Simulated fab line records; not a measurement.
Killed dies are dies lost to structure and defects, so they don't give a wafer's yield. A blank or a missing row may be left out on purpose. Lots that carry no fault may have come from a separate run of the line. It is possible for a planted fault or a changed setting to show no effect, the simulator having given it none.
fab line records -- flow ritCmos
[record] lots = 6, wafers = 16, lastDay = 8
route steps=202 shown CONTACT@172 M1@184
lots that met no fault: taken from a fault-free run of the same line
startH: hours from the record's opening day to when the first of the lot's shown wafers began -- waitH: hours elapsed since this lot's preceding step -- " the same as in the row above -- L1.1+2: one row covering several wafers at once -- - value missing, or start not given -- * or withheld: withheld -- < > ~ a bound
route shown NAME@n: NAME is a module with steps in the file, n the number in the route of the first one -- usual: mean/standard deviation taken from wafers without a fault -- same: alike in all rows -- chamber/n: place in a boat -- sites: the reading at each site -- _std_site: standard deviation across them -- _edge_site: outer sites' mean less inner sites' -- radiusMm: for every site, how far away it sits from the centre of the wafer -- mask NAME#n: copy n -- behind: the tool/chamber that last shaped the wafer -- hold: why the lot was held/for how many hours/how that ended -- device: names the non-switching transistor (n, p or np) -- end of line: tests of these same wafers at the route's end -- a step without rows: its recipe alone -- killed: count of dies lost to structure and defects at first sort (not the wafer's yield) -- map: per-die view of a wafer (x killed, . not killed, _ where there is no die)
set.NAME: the setting as run; set.NAME@STEP: as run at that earlier step -- model.NAME: the simulator's own value behind a step, which no gauge read
a table for each step, a row for each wafer; lots at some steps of the route
services: from which hour (startH, from the record's first day; less than 0 if before it) a tool's chamber was out of use, for how many hours, and why
[[steps]]
[step RIT_CONTACT_SOFTBAKE_04]
[recipe] resist = NOVOLAK, tempC = 90, timeS = 60
[step RIT_CONTACT_EXPOSE_05]
[recipe] maskId = M11, na = 0.6, sourceShape = conventional, sigmaOuter = 0.5, targetCdNm = 1000, doseMj = 250
[step RIT_CONTACT_PEB_06]
[recipe] resist = NOVOLAK, tempC = withheld, timeS = withheld
[step RIT_CONTACT_DEVELOP_07]
[recipe] resist = NOVOLAK, developTimeS = 120, devTempC = 23
[step RIT_CONTACT_CD_MEAS_08]
[recipe] targetCdNm = 1000
[usual] cdNm = 1000.0/2.7
lot.wafer,tool,chamber,startH,waitH,cdNm
L604.1,cdSem-02,-,121.99,-,1001.4
L604.4,cdSem-02,-,121.99,-,1001.1
L604.5,cdSem-02,-,121.99,-,999.5
L606.3,cdSem-01,-,136.35,-,1002.1
L606.4,cdSem-01,-,136.35,-,1001.7
L606.5,cdSem-01,-,136.35,-,1001.7
L611.3,cdSem-01,-,151.31,-,1001.1
L611.4,cdSem-01,-,151.31,-,999.0
L611.6,cdSem-01,-,151.31,-,1001.1
L613.3,cdSem-02,-,162.87,-,1001.9
L616.1,cdSem-02,-,172.09,-,998.7
L616.3,cdSem-02,-,172.09,-,998.5
L616.6,cdSem-02,-,172.09,-,1000.9
L617.1,cdSem-01,-,177.29,-,1001.2
L617.2,cdSem-01,-,177.29,-,1002.5
L617.6,cdSem-01,-,177.29,-,1000.1
[step RIT_CONTACT_OVL_MEAS_09]
[usual] CONTACT_OVL = -0.2/1.3
lot.wafer,tool,chamber,startH,waitH,CONTACT_OVL[nm]
L604.1,overlay-02,-,122.11,0.1,1.1
L604.4,overlay-02,-,122.11,0.1,0.9
L604.5,overlay-02,-,122.11,0.1,3.4
L606.3,overlay-02,-,136.45,0.1,0.5
L606.4,overlay-02,-,136.45,0.1,0.7
L606.5,overlay-02,-,136.45,0.1,-1.1
L611.3,overlay-02,-,151.40,0.1,0.8
L611.4,overlay-02,-,151.40,0.1,0.0
L611.6,overlay-02,-,151.40,0.1,-1.2
L613.3,overlay-01,-,162.96,0.1,0.1
L616.1,overlay-02,-,172.21,0.1,-1.1
L616.3,overlay-02,-,172.21,0.1,-1.2
L616.6,overlay-02,-,172.21,0.1,-2.2
L617.1,overlay-01,-,177.41,0.1,-0.9
L617.2,overlay-01,-,177.41,0.1,-0.1
L617.6,overlay-01,-,177.41,0.1,-1.3
[step RIT_CONTACT_HARDBAKE_10]
[recipe] resist = NOVOLAK, tempC = 140, timeS = 60
[step RIT_CONTACT_ETCH_11]
[recipe] targetDepthA = 4800, overEtchFrac = 0.2, stopOn = TiSi2, chemistry = CHF3/CF4/Ar, target = SiO2, CHF3_flow_sccm = 50, cf4FlowSccm = 10, Ar_flow_sccm = 100, O2_flow_sccm = 5, pressureMtorr = 100, rfW = 200, timeS = 320
[usual] drypumpMotorCurrentA = 5.8/0.5, oesProductAu = 1.001/0.017, throttleValvePct = 8.90/0.092
lot.wafer,tool,chamber,startH,waitH,drypumpMotorCurrentA,oesProductAu,rfHoursCounterH,throttleValvePct
L604.1,rieDiel-04,2,122.30,0.1,6.3,1.001,82,8.75
L604.4,rieDiel-04,0,122.30,0.1,5.1,0.997,-,8.75
L604.5,rieDiel-04,3,122.30,0.1,6.1,0.968,-,8.88
L606.3,rieDiel-01,2,136.62,0.1,6.0,0.965,19,8.84
L606.4,rieDiel-01,0,136.62,0.1,6.0,1.019,32,8.81
L606.5,rieDiel-01,1,136.62,0.1,5.9,1.022,-,8.94
L611.3,rieDiel-02,1,151.88,0.1,5.5,0.990,7,9.04
L611.4,rieDiel-02,2,151.88,0.1,6.7,1.008,104,8.92
L611.6,rieDiel-02,3,151.88,0.1,5.2,1.016,-,8.89
L613.3,rieDiel-04,0,163.13,0.1,5.0,1.005,4,8.75
L616.1,rieDiel-01,2,172.40,0.1,6.0,0.973,19,8.86
L616.3,rieDiel-01,0,172.40,0.1,6.0,1.019,33,8.82
L616.6,rieDiel-01,1,172.40,0.1,5.9,1.030,-,8.98
L617.1,rieDiel-01,2,177.59,0.1,6.0,0.971,20,8.84
L617.2,rieDiel-01,0,177.59,0.1,6.0,1.023,33,8.81
L617.6,rieDiel-01,3,177.59,0.1,6.1,1.003,-,9.00
[step RIT_CONTACT_STRIP_12]
[recipe] chemistry = O2, timeS = 180, resist = NOVOLAK, platenTempC = withheld, powerW = 500, pressureMtorr = 4000, o2FlowSccm = 4000
[usual] drypumpMotorCurrentA = 6.0/0.74
lot.wafer,tool,chamber,startH,waitH,drypumpMotorCurrentA,rfHoursCounterH
L604.1,plasmaAsher-02,0,122.49,0.1,5.4,49
L604.4,plasmaAsher-02,0,122.49,0.1,5.4,-
L604.5,plasmaAsher-02,1,122.49,0.1,5.2,-
L606.3,plasmaAsher-03,0,136.87,0.2,6.4,-
L606.4,plasmaAsher-03,1,136.87,0.2,4.9,-
L606.5,plasmaAsher-03,0,136.87,0.2,6.4,-
L611.3,plasmaAsher-04,0,152.14,0.2,6.7,-
L611.4,plasmaAsher-04,1,152.14,0.2,6.6,-
L611.6,plasmaAsher-04,0,152.14,0.2,6.7,-
L613.3,plasmaAsher-04,0,163.39,0.2,6.7,-
L616.1,plasmaAsher-04,0,172.59,0.1,6.8,48
L616.3,plasmaAsher-04,1,172.59,0.1,6.6,-
L616.6,plasmaAsher-04,0,172.59,0.1,6.7,-
L617.1,plasmaAsher-03,0,177.79,0.1,6.4,38
L617.2,plasmaAsher-03,1,177.79,0.1,4.9,38
L617.6,plasmaAsher-03,1,177.79,0.1,4.9,-
[step RIT_CONTACT_CD_MEAS_90]
[recipe] targetCdNm = 1000
[usual] cdNm = 1000.0/2.7
lot.wafer,tool,chamber,startH,waitH,cdNm
L604.1,cdSem-01,-,122.67,0.1,1001.1
L604.4,cdSem-01,-,122.67,0.1,1000.6
L604.5,cdSem-01,-,122.67,0.1,999.3
L606.3,cdSem-01,-,137.03,0.1,1002.2
L606.4,cdSem-01,-,137.03,0.1,1002.0
L606.5,cdSem-01,-,137.03,0.1,1001.3
L611.3,cdSem-02,-,152.35,0.2,1000.8
L611.4,cdSem-02,-,152.35,0.2,999.4
L611.6,cdSem-02,-,152.35,0.2,1000.8
L613.3,cdSem-02,-,163.54,0.1,1001.8
L616.1,cdSem-01,-,172.77,0.1,999.0
L616.3,cdSem-01,-,172.77,0.1,998.5
L616.6,cdSem-01,-,172.77,0.1,1000.7
L617.1,cdSem-01,-,177.96,0.1,1001.4
L617.2,cdSem-01,-,177.96,0.1,1002.8
L617.6,cdSem-01,-,177.96,0.1,1000.6
[step RIT_CONTACT_CLEAN_13]
[recipe] chemistry = SC1, mix = 3:3:50, timeS = 611.7, tempC = 75
[step RIT_CONTACT_CLEAN_14]
[recipe] chemistry = SC2, mix = 3:3:50, timeS = 600, tempC = 75, dry = n2Spin
[step RIT_M1_SPUTTER_00]
[recipe] material = Al, targetThkNm = 400, powerW = 2000, chamberPressurePa = 0.4, gas = Ar, timeS = 500, substrateTempC = 25
[usual] chamberPressurePa = 0.4000/0.00082, throttleValvePct = 30.3/1.2
lot.wafer,tool,chamber,startH,waitH,chamberPressurePa,throttleValvePct,model.Al_of_M1_SPUTTER_00.thkNm
L604.1,pvdSputter-02,-,123.14,0.0,0.3995,29.5,394
L604.4,pvdSputter-02,-,123.14,0.0,0.4004,30.5,396.5
L604.5,pvdSputter-02,-,123.14,0.0,0.3996,30.6,393.8
L606.3,pvdSputter-01,-,137.46,0.0,0.4006,29.5,395.8
L606.4,pvdSputter-01,-,137.46,0.0,0.4009,30.2,395.7
L606.5,pvdSputter-01,-,137.46,0.0,0.3996,30.2,395.9
L611.3,pvdSputter-01,-,152.82,0.0,0.3992,28.6,409.8
L611.4,pvdSputter-01,-,152.82,0.0,0.3998,30.3,407.2
L611.6,pvdSputter-01,-,152.82,0.0,0.4000,31.5,402.6
L613.3,pvdSputter-02,-,163.97,0.0,0.4009,32.3,410.9
L616.1,pvdSputter-02,-,173.24,0.0,0.3992,30.4,400.5
L616.3,pvdSputter-02,-,173.24,0.0,0.4002,29.1,400
L616.6,pvdSputter-02,-,173.24,0.0,0.4008,32.6,411.7
L617.1,pvdSputter-03,-,178.43,0.0,0.4006,30.1,400.9
L617.2,pvdSputter-03,-,178.43,0.0,0.3995,27.7,398.2
L617.6,pvdSputter-03,-,178.43,0.0,0.3986,30.0,398.3
[step RIT_M1_RS_MEAS_01]
[recipe] thkMeasGauge = four-point-probe, reads = Al_of_M1_SPUTTER_00
[usual] M1_AL_RS = 0.0732/0.00076
lot.wafer,tool,chamber,startH,waitH,M1_AL_RS[ohm/sq]
L604.1,filmMetro-02,-,123.43,0.1,0.0744
L604.4,filmMetro-02,-,123.43,0.1,0.0739
L604.5,filmMetro-02,-,123.43,0.1,0.0745
L606.3,filmMetro-01,-,137.79,0.2,0.0741
L606.4,filmMetro-01,-,137.79,0.2,0.0743
L606.5,filmMetro-01,-,137.79,0.2,0.0743
L611.3,filmMetro-04,-,153.15,0.2,0.0717
L611.4,filmMetro-04,-,153.15,0.2,0.0721
L611.6,filmMetro-04,-,153.15,0.2,0.0730
L613.3,filmMetro-02,-,164.31,0.2,0.0714
L616.1,filmMetro-02,-,173.53,0.1,0.0731
L616.3,filmMetro-02,-,173.53,0.1,0.0733
L616.6,filmMetro-02,-,173.53,0.1,0.0713
L617.1,filmMetro-04,-,178.73,0.1,0.0731
L617.2,filmMetro-04,-,178.73,0.1,0.0738
L617.6,filmMetro-04,-,178.73,0.1,0.0736
[step RIT_M1_THK_MEAS_02]
[recipe] thkMeasGauge = xrf, reads = Al_of_M1_SPUTTER_00
[usual] M1_AL_THK = 401/4.6
lot.wafer,tool,chamber,startH,waitH,M1_AL_THK[nm]
L604.1,filmMetro-02,-,123.55,0.1,393
L604.4,filmMetro-02,-,123.55,0.1,396
L604.5,filmMetro-02,-,123.55,0.1,393
L606.3,filmMetro-01,-,137.89,0.1,394
L606.4,filmMetro-01,-,137.89,0.1,397
L606.5,filmMetro-01,-,137.89,0.1,397
L611.3,filmMetro-04,-,153.25,0.1,413
L611.4,filmMetro-04,-,153.25,0.1,408
L611.6,filmMetro-04,-,153.25,0.1,404
L613.3,filmMetro-02,-,164.41,0.1,408
L616.1,filmMetro-02,-,173.65,0.1,402
L616.3,filmMetro-02,-,173.65,0.1,401
L616.6,filmMetro-02,-,173.65,0.1,411
L617.1,filmMetro-04,-,178.85,0.1,400
L617.2,filmMetro-04,-,178.85,0.1,399
L617.6,filmMetro-04,-,178.85,0.1,399
[step RIT_M1_HMDS_03]
[recipe] primeTimeS = 60, primeTempC = 140
[step RIT_M1_COAT_04]
[recipe] resist = NOVOLAK, spinRpm = 2000, resistThkNm = 1300
[step RIT_M1_SOFTBAKE_05]
[recipe] resist = NOVOLAK, tempC = 90, timeS = 60
[step RIT_M1_EXPOSE_06]
[recipe] maskId = M12, na = 0.6, sourceShape = conventional, sigmaOuter = 0.5, targetCdNm = 2600, doseMj = 250
[step RIT_M1_PEB_07]
[recipe] resist = NOVOLAK, tempC = withheld, timeS = withheld
[step RIT_M1_DEVELOP_08]
[recipe] resist = NOVOLAK, developTimeS = 68, devTempC = 23
[step RIT_M1_CD_MEAS_09]
[recipe] targetCdNm = 2600
[usual] cdNm = 2600.2/2.6
lot.wafer,tool,chamber,startH,waitH,cdNm
L604.1,cdSem-02,-,124.67,-,2601.2
L604.4,cdSem-02,-,124.67,-,2600.5
L604.5,cdSem-02,-,124.67,-,2597.8
L606.3,cdSem-02,-,139.88,-,2604.3
L606.4,cdSem-02,-,139.88,-,2604.8
L606.5,cdSem-02,-,139.88,-,2604.5
L611.3,cdSem-01,-,154.50,-,2596.4
L611.4,cdSem-01,-,154.50,-,2596.5
L611.6,cdSem-01,-,154.50,-,2598.7
L613.3,cdSem-02,-,165.37,-,2603.5
L616.1,cdSem-02,-,174.71,-,2599.4
L616.3,cdSem-02,-,174.71,-,2600.9
L616.6,cdSem-02,-,174.71,-,2599.0
L617.1,cdSem-02,-,179.79,-,2598.1
L617.2,cdSem-02,-,179.79,-,2598.4
L617.6,cdSem-02,-,179.79,-,2596.9
[step RIT_M1_OVL_MEAS_10]
[usual] M1_OVL = 0.7/1.4
lot.wafer,tool,chamber,startH,waitH,M1_OVL[nm]
L604.1,overlay-02,-,124.79,0.1,1.1
L604.4,overlay-02,-,124.79,0.1,1.1
L604.5,overlay-02,-,124.79,0.1,2.6
L606.3,overlay-01,-,139.98,0.1,-1.1
L606.4,overlay-01,-,139.98,0.1,-1.4
L606.5,overlay-01,-,139.98,0.1,0.5
L611.3,overlay-01,-,154.60,0.1,-1.8
L611.4,overlay-01,-,154.60,0.1,1.6
L611.6,overlay-01,-,154.60,0.1,1.1
L613.3,overlay-01,-,165.46,0.1,1.1
L616.1,overlay-02,-,174.83,0.1,-1.2
L616.3,overlay-02,-,174.83,0.1,1.9
L616.6,overlay-02,-,174.83,0.1,0.8
L617.1,overlay-01,-,179.91,0.1,-0.5
L617.2,overlay-01,-,179.91,0.1,-0.6
L617.6,overlay-01,-,179.91,0.1,0.9
[step RIT_M1_HARDBAKE_11]
[recipe] resist = NOVOLAK, tempC = 138.8, timeS = 120
[step RIT_M1_METAL_ETCH_12]
[recipe] stopOn = SiO2, chemistry = Cl2/BCl3, target = Al, timeS = 165, overEtchFrac = 0.5, pressureMtorr = 100, targetDepthA = 6000, rfW = 250, Cl2_flow_sccm = 60, bcl3FlowSccm = 50
[usual] drypumpMotorCurrentA = 5.48/0.23, oesProductAu = 0.781/0.01, throttleValvePct = 8.20/0.14
lot.wafer,tool,chamber,startH,waitH,drypumpMotorCurrentA,oesProductAu,rfHoursCounterH,throttleValvePct,model.etch.depthNm,model.M1.featureDepthNm
L604.1,rieMetal-02,0,125.09,0.2,5.57,0.777,0.9,8.23,394,427
L604.4,rieMetal-02,0,125.09,0.2,5.57,0.769,-,8.22,396.5,429.4
L604.5,rieMetal-02,0,125.09,0.2,5.56,0.765,-,8.22,393.8,426.7
L606.3,rieMetal-02,0,140.55,0.2,5.55,0.773,-,8.21,395.8,428.6
L606.4,rieMetal-02,1,140.55,0.2,5.38,0.789,-,8.07,395.7,428.6
L606.5,rieMetal-02,1,140.55,0.2,5.39,0.788,-,8.06,395.9,428.9
L611.3,rieMetal-04,1,154.93,0.2,5.88,0.792,-,8.18,409.8,442
L611.4,rieMetal-04,0,154.93,0.2,5.37,0.778,-,8.29,407.2,439.1
L611.6,rieMetal-04,0,154.93,0.2,5.38,0.773,-,8.31,402.6,434.5
L613.3,rieMetal-02,0,166.04,0.2,5.57,0.798,-,8.22,410.9,443.8
L616.1,rieMetal-02,0,175.12,0.2,5.56,0.782,1.8,8.21,400.5,433.8
L616.3,rieMetal-02,0,175.12,0.2,5.58,0.779,-,8.21,400,433.6
L616.6,rieMetal-02,1,175.12,0.2,5.38,0.805,-,8.05,411.7,444.9
L617.1,rieMetal-04,0,180.19,0.2,5.36,0.771,4.1,8.31,400.9,432.9
L617.2,rieMetal-04,1,180.19,0.2,5.90,0.776,3.8,8.20,398.2,430.7
L617.6,rieMetal-04,0,180.19,0.2,5.37,0.759,-,8.29,398.3,430.2
[step RIT_M1_STRIP_13]
[recipe] chemistry = nmp, resist = NOVOLAK, tempC = 80, timeS = 600, dry = n2Spin
[step RIT_M1_PROBE_99]
[usual] killedAtContacts = 0.1/0.29, killedAtFrontEnd = 7/3.1, killedDies = 7/3.1, killedOpen = 3.4/1.9, killedShort = 3.6/2.1
[same] grossDies = 264, killed_at_M0_to_M3 = 0, killed_at_M4_up = 0, killedAtBackSide = 0, killedAtOther = 0
lot.wafer,tool,chamber,startH,waitH,killedAtContacts,killedAtFrontEnd,killedDies,killedOpen,killedShort,model.etest.m1.rsOhmSq
L604.1,prober-02,-,127.51,0.1,1,9,10,4,6,0.07371
L604.4,prober-02,-,127.66,0.2,0,3,3,2,1,0.07278
L604.5,prober-02,-,127.71,0.2,0,9,9,3,6,0.07384
L606.3,prober-01,-,144.01,0.2,0,10,10,7,3,0.0737
L606.4,prober-01,-,144.06,0.2,0,6,6,4,2,0.07362
L606.5,prober-01,-,144.11,0.2,0,11,11,3,8,0.07278
L611.3,prober-02,-,158.50,0.2,0,8,8,2,6,0.07071
L611.4,prober-02,-,158.55,0.2,0,8,8,3,5,0.07117
L611.6,prober-02,-,158.65,0.2,0,13,13,8,5,0.07219
L613.3,prober-02,-,168.34,0.2,0,8,8,3,5,0.07039
L616.1,prober-01,-,177.37,0.1,0,4,4,2,2,0.0727
L616.3,prober-01,-,177.47,0.2,0,4,4,1,3,0.07238
L616.6,prober-01,-,177.62,0.2,0,3,3,2,1,0.07016
L617.1,prober-01,-,183.15,0.1,0,10,10,4,6,0.07248
L617.2,prober-01,-,183.20,0.1,0,12,12,6,6,0.07288
L617.6,prober-01,-,183.40,0.2,0,7,7,2,5,0.07266
// killed by level:class
L604.1 GATE:geometricParticle:short=2 SPACER:geometricParticle:open=2 SILICIDE:geometricParticle:open=2 FOX2:geometricParticle:short=1 REOX:geometricParticle:short=1 SILICIDE:geometricParticle:short=1 CONTACT:geometricParticle:short=1
L604.4 FOX2:geometricParticle:open=1 GATE:geometricParticle:open=1 REOX:geometricParticle:short=1
L604.5 REOX:geometricParticle:short=4 GATE:geometricParticle:open=2 GATE:geometricParticle:short=1 REOX:geometricParticle:open=1 SILICIDE:geometricParticle:short=1
L606.3 GATE:geometricParticle:short=3 REOX:geometricParticle:open=2 SPACER:geometricParticle:open=2 FOX2:geometricParticle:open=1 GATE:geometricParticle:open=1 SILICIDE:geometricParticle:open=1
L606.4 GATE:geometricParticle:open=3 FOX2:geometricParticle:short=1 GATE:geometricParticle:short=1 SILICIDE:geometricParticle:open=1
L606.5 REOX:geometricParticle:short=3 GATE:geometricParticle:short=2 FOX1:geometricParticle:short=1 FOX2:geometricParticle:open=1 FOX2:geometricParticle:short=1 GATE:geometricParticle:open=1 SPACER:geometricParticle:short=1 SILICIDE:geometricParticle:open=1
L611.3 GATE:geometricParticle:short=4 FOX1:geometricParticle:short=1 FOX2:geometricParticle:short=1 REOX:geometricParticle:open=1 SPACER:geometricParticle:open=1
L611.4 FOX1:geometricParticle:short=3 GATE:geometricParticle:short=1 GATE:geometricParticle:open=1 REOX:geometricParticle:open=1 SILICIDE:geometricParticle:short=1 SILICIDE:geometricParticle:open=1
L611.6 GATE:geometricParticle:open=5 GATE:geometricParticle:short=3 FOX2:geometricParticle:open=2 FOX1:geometricParticle:short=1 REOX:geometricParticle:open=1 REOX:geometricParticle:short=1
L613.3 GATE:geometricParticle:short=4 FOX2:geometricParticle:open=1 GATE:geometricParticle:open=1 SPACER:geometricParticle:short=1 SILICIDE:geometricParticle:open=1
L616.1 GATE:geometricParticle:short=1 REOX:geometricParticle:open=1 SPACER:geometricParticle:open=1 SPACER:geometricParticle:short=1
L616.3 GATE:geometricParticle:short=2 FOX1:geometricParticle:open=1 REOX:geometricParticle:short=1
L616.6 FOX1:geometricParticle:open=1 GATE:geometricParticle:short=1 GATE:geometricParticle:open=1
L617.1 GATE:geometricParticle:open=3 REOX:geometricParticle:short=2 FOX1:geometricParticle:short=1 GATE:geometricParticle:short=1 SPACER:geometricParticle:short=1 SILICIDE:geometricParticle:short=1 SILICIDE:geometricParticle:open=1
L617.2 FOX2:geometricParticle:open=3 GATE:geometricParticle:open=2 GATE:geometricParticle:short=2 FOX1:geometricParticle:short=1 FOX1:geometricParticle:open=1 FOX2:geometricParticle:short=1 REOX:geometricParticle:short=1 SPACER:geometricParticle:short=1
L617.6 FOX1:geometricParticle:short=2 GATE:geometricParticle:short=2 FOX2:geometricParticle:open=1 GATE:geometricParticle:open=1 REOX:geometricParticle:short=1
[[services]]
tool,chamber,startH,hours,kind
rieDiel-04,1,105.06,19.3,repair
rieDiel-02,1,112.11,13.2,repair
rieDiel-04,-,112.98,0.6,repair
rieDiel-04,2,120.54,1.5,repair
plasmaAsher-04,-,121.84,3.7,pm
rieMetal-02,1,122.41,6.6,repair
pvdSputter-03,-,126.12,4.2,repair
rieMetal-02,0,140.87,6.5,repair
rieDiel-01,2,142.01,5.6,repair
plasmaAsher-02,-,145.29,0.8,repair
rieMetal-02,-,146.03,2.8,pm
rieDiel-04,2,147.35,6.5,repair
plasmaAsher-03,-,151.56,1.9,repair
rieDiel-04,1,168.29,6.2,repair
plasmaAsher-03,-,172.27,2.8,pm
rieDiel-04,-,179.23,3.2,repair
[[key]]
firstSign none at tools or gauges
[modelEffect] step = RIT_M1_SPUTTER_00, value = Al_of_M1_SPUTTER_00.thkNm, without = 404, struck = 411.3
[modelEffect] step = RIT_M1_METAL_ETCH_12, value = etch.depthNm, without = 404, struck = 411.3
[modelEffect] step = RIT_M1_PROBE_99, value = etest.m1.rsOhmSq, without = 0.07154, struck = 0.07027
metAt RIT_M1_SPUTTER_00
struckWafers L613.3,L616.6
testerLeftOut L613
[earlierFault] kind = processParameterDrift, tool = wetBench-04, chamber = 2, onsetH = 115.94, steps = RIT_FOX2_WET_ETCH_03, channel = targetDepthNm, offset = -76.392, shape = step, endH = 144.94, actsIn = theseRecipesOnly, stated = 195
[fault] kind = processParameterDrift, tool = pvdSputter-02, chamber = -, onsetH = 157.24, steps = RIT_M1_SPUTTER_00, channel = targetThkNm, offset = 7.2707, shape = step, stated = 400, scope = struckWafersOnly
// testerLeftOut: of these lots the tester's yield and bins aren't shown, on N5 and GAA mostly nor the transistor test; their killed dies are dies lost to structure and defects alone, not to doping, threshold or leakage, so they don't give the yield
